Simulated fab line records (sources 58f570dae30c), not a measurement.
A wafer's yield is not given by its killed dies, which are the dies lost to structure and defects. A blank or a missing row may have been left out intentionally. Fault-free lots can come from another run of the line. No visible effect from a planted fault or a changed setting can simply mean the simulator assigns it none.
Which tool did it? -- flow berkeley_cmos170 -- 14 lots with 42 wafers sampled at 6 steps, on a route of 331 steps

== WHAT EACH GAUGE READ, for each wafer ==
UCB170_GATE_CD_MEAS_12 targets a cd of 350 nm. Usual: cd_nm at 350.0 nm, with a standard deviation of 1.2.
lot,measured,on,cd_nm (nm),flag
L121,day 6 21:25,cd_sem-01,349.3 349.9 350.9,
L122,day 6 21:39,cd_sem-02,351.2 352.5 352.5,
L123,day 7 05:47,cd_sem-01,350.4 349.2 349.8,
L124,day 7 10:01,cd_sem-01,349.9 348.8 349.0,
L125,day 7 09:47,cd_sem-02,351.3 351.0 349.8,
L126,day 7 16:32,cd_sem-01,350.4 350.3 349.9,
L128,day 7 17:07,cd_sem-02,350.7 349.6 349.7,
L127,day 7 17:20,cd_sem-01,350.3 350.1 350.0,
L133,day 9 04:11,cd_sem-02,351.1 351.4 351.2,
L136,day 10 06:41,cd_sem-01,348.5 349.7 350.7,
L142,day 10 23:48,cd_sem-02,351.3 350.5 352.9,
L141,day 10 23:41,cd_sem-02,351.7 352.1 350.3,
L144,day 11 09:52,cd_sem-02,349.5 349.3 349.4,
L143,day 11 10:14,cd_sem-01,350.3 348.9 350.3,

UCB170_CONTACT_THK_MEAS_02. Usual: for CONTACT_PSG_THK the level is 706 nm and the standard deviation is 7.
lot,measured,on,CONTACT_PSG_THK (nm),flag
L121,day 7 20:23,film_metro-03,706 702 704,
L122,day 7 18:52,film_metro-03,709 713 707,
L123,day 7 22:59,film_metro-03,703 701 705,
L124,day 8 05:13,film_metro-03,691 692 693,
L125,day 8 03:37,film_metro-03,704 706 711,
L126,day 8 07:07,film_metro-04,704 706 703,
L128,day 8 07:04,film_metro-02,714 712 716,
L127,day 8 10:50,film_metro-02,707 712 709,
L133,day 10 07:38,film_metro-03,1414 1401 1424,OFF
L136,day 11 02:04,film_metro-03,1429 1422 1429,OFF
L142,day 11 19:56,film_metro-02,707 701 705,
L141,day 11 21:17,film_metro-02,709 708 706,
L144,day 12 09:30,film_metro-04,702 708 707,
L143,day 12 09:31,film_metro-02,720 724 724,

UCB170_V1_BOW_MEAS_03. Usual: for V1_BOW the level is 19 um and the standard deviation is 6.8.
lot,measured,on,V1_BOW (um),flag
L121,day 8 03:17,film_metro-02,20 22 26,
L122,day 8 03:17,film_metro-03,15 14 13,
L123,day 8 12:32,film_metro-03,7 22 26,
L124,day 8 12:53,film_metro-01,12 11 4,
L125,day 8 12:32,film_metro-02,12 21 27,
L126,day 8 16:28,film_metro-01,25 17 22,
L128,day 8 16:31,film_metro-03,18 19 22,
L127,day 9 01:04,film_metro-01,17 13 16,
L142,day 12 08:15,film_metro-01,29 19 24,
L141,day 12 08:51,film_metro-01,27 33 2,
L144,day 12 19:08,film_metro-01,21 18 24,
L143,day 12 19:46,film_metro-02,14 27 22,

== EACH LOT AND THE TOOL THAT RAN IT (in order: tool; ch and the chambers of the sampled wafers; start) ==
lot,UCB170_PVT_STRIP_08,UCB170_CONTACT_CVD_01,UCB170_CONTACT_ETCH_18
L121,"plasma_asher-03 ch 0,1, day 6 02:01","lpcvd-02 ch 0, day 7 18:36","rie_diel-02 ch 1,3, day 8 03:17 or earlier"
L122,"plasma_asher-02 ch 0,1, day 6 02:17","lpcvd-01 ch 0, day 7 17:05","rie_diel-01 ch 0,2,3, day 8 03:17 or earlier"
L123,"plasma_asher-03 ch 0,1, day 6 19:53","lpcvd-02 ch 0, day 7 21:12","rie_diel-03 ch 0,1,2, day 8 12:32 or earlier"
L124,"plasma_asher-02 ch 0,1, day 6 23:56","lpcvd-02 ch 0, day 8 03:24","rie_diel-02 ch 0,3, day 8 12:53 or earlier"
L125,"plasma_asher-01 ch 0, day 7 00:11","lpcvd-01 ch 0, day 8 01:50","rie_diel-03 ch 0,1,3, day 8 12:32 or earlier"
L126,"plasma_asher-03 ch 0,1, day 7 04:09","lpcvd-02 ch 0, day 8 05:20","rie_diel-01 ch 1,2, day 8 16:28 or earlier"
L128,"plasma_asher-03 ch 0,1, day 7 07:23","lpcvd-01 ch 1, day 8 05:15","rie_diel-02 ch 1,2, day 8 16:31 or earlier"
L127,"plasma_asher-01 ch 0,1, day 7 07:37","lpcvd-02 ch 1, day 8 09:03","rie_diel-01 ch 1,2, day 9 01:04 or earlier"
L133,"plasma_asher-02 ch 0,1, day 8 12:12","lpcvd-01 ch 1, day 10 03:54","rie_diel-03 ch 0,2, no start"
L136,"plasma_asher-03 ch 0,1, day 9 17:44","lpcvd-02 ch 1, day 10 20:55 and lpcvd-01 ch 1, day 11 00:17","rie_diel-03 ch 1,2,3, no start"
L142,"plasma_asher-02 ch 0,1, day 10 10:47","lpcvd-02 ch 0, day 11 18:08","rie_diel-01 ch 0,1, day 12 08:15 or earlier"
L141,"plasma_asher-02 ch 0,1, day 10 12:05","lpcvd-01 ch 1, day 11 19:29","rie_diel-02 ch 0,2,3, day 12 08:51 or earlier"
L144,"plasma_asher-03 ch 0,1, day 10 22:16","lpcvd-01 ch 0, day 12 07:43","rie_diel-03 ch 0,3, day 12 19:08 or earlier"
L143,"plasma_asher-01 ch 0,1, day 10 22:45","lpcvd-01 ch 0, day 12 07:43","rie_diel-02 ch 0,1,3, day 12 19:46 or earlier"
- UCB170_PVT_STRIP_08: strips in O2.
- UCB170_CONTACT_CVD_01: deposits PSG from SiH4/O2/PH3, target thk 700 nm, time 2820 s.
- UCB170_CONTACT_ETCH_18: etches PSG in CHF3/CF4/Ar, stops on TiSi2, target depth 840 nm, time 195 s.

== AS READ BY THE TOOLS THEMSELVES (means over the sampled wafers that have a number; for cases with no such wafer, the mark the record gives instead) ==
UCB170_PVT_STRIP_08. Usual: drypump_motor_current_A 5.6 A, standard deviation 0.49; oes_product_au 0.734 a.u., standard deviation 0.0046; strip_time_to_endpoint_s 21.63 s, standard deviation 0.055.
lot,tool,drypump_motor_current_A (A),oes_product_au (a.u.),strip_time_to_endpoint_s (s),flag
L121,plasma_asher-03,5.8,0.741,21.57,
L122,plasma_asher-02,5.6,0.736,21.65,
L123,plasma_asher-03,5.8,0.737,21.68,
L124,plasma_asher-02,5.6,0.731,21.57,
L125,plasma_asher-01,5.0,0.733,21.72,
L126,plasma_asher-03,5.9,0.733,21.58,
L128,plasma_asher-03,5.8,0.734,21.66,
L127,plasma_asher-01,5.0,0.737,21.69,
L133,plasma_asher-02,5.9,0.728,21.63,
L136,plasma_asher-03,5.9,0.731,21.66,
L142,plasma_asher-02,5.9,0.738,21.66,
L141,plasma_asher-02,5.6,0.731,21.67,
L144,plasma_asher-03,5.8,0.734,21.57,
L143,plasma_asher-01,5.0,0.732,21.59,

UCB170_CONTACT_CVD_01. Usual: spike_tc_centre_C at 452.5 C, with a standard deviation of 1.3.
lot,tool,spike_tc_centre_C (C),flag
L121,lpcvd-02,451.6,
L122,lpcvd-01,454.6,
L123,lpcvd-02,451.8,
L124,lpcvd-02,452.5,
L125,lpcvd-01,453.6,
L126,lpcvd-02,451.8,
L128,lpcvd-01,451.0,
L127,lpcvd-02,452.8,
L133,lpcvd-01,450.0,
L136,lpcvd-02/lpcvd-01,451.9,
L142,lpcvd-02,452.4,
L141,lpcvd-01,450.2,
L144,lpcvd-01,453.4,
L143,lpcvd-01,453.0,

UCB170_CONTACT_ETCH_18. Usual: drypump_motor_current_A 5.7 A, standard deviation 0.43; oes_product_au 0.896 a.u., standard deviation 0.014; throttle_valve_pct 6.94 %, standard deviation 0.081.
lot,tool,drypump_motor_current_A (A),oes_product_au (a.u.),throttle_valve_pct (%),flag
L121,rie_diel-02,5.7,0.888,6.95,
L122,rie_diel-01,5.8,0.903,6.92,
L123,rie_diel-03,5.3,0.894,6.98,
L124,rie_diel-02,5.5,0.888,7.01,
L125,rie_diel-03,5.5,0.897,6.93,
L126,rie_diel-01,6.0,0.908,7.02,
L128,rie_diel-02,6.0,0.892,6.80,
L127,rie_diel-01,6.0,0.899,7.00,
L133,rie_diel-03,5.6,1.017,6.92,OFF
L136,rie_diel-03,5.5,0.989,6.96,OFF
L142,rie_diel-01,6.2,0.909,6.94,
L141,rie_diel-02,5.6,0.903,6.95,
L144,rie_diel-03,6.0,0.883,6.87,
L143,rie_diel-02,5.6,0.909,6.92,

== THE ANSWER, worked out from the rows above alone ==
Rule: a lot is off if the mean of its wafers that have a number lies more than 3 standard deviations from the usual mean. Also off: a lot with no number at a reading for which 4 or more lots have one. The other lots that the step has rows for count as sound. After the gauges, taken in route order, come the tools' own readings; for these a lot's mean is taken, as printed above. The first step at which some lot is off is used, and at that step the reading that is off furthest; a lot without a number counts as furthest.
Off: at UCB170_CONTACT_THK_MEAS_02 (CONTACT_PSG_THK), L133, L136.
If a tool, at a process step before that reading, ran all the lots that are off and no sound lot after the first of them, it fits. The gauges at UCB170_CONTACT_THK_MEAS_02 aren't tried: what is off there is off at UCB170_CONTACT_ETCH_18 too, on other tools, and a gauge's error can't cause that. Of those tried, none fits.

== WHAT THE SIMULATOR PUT IN ==
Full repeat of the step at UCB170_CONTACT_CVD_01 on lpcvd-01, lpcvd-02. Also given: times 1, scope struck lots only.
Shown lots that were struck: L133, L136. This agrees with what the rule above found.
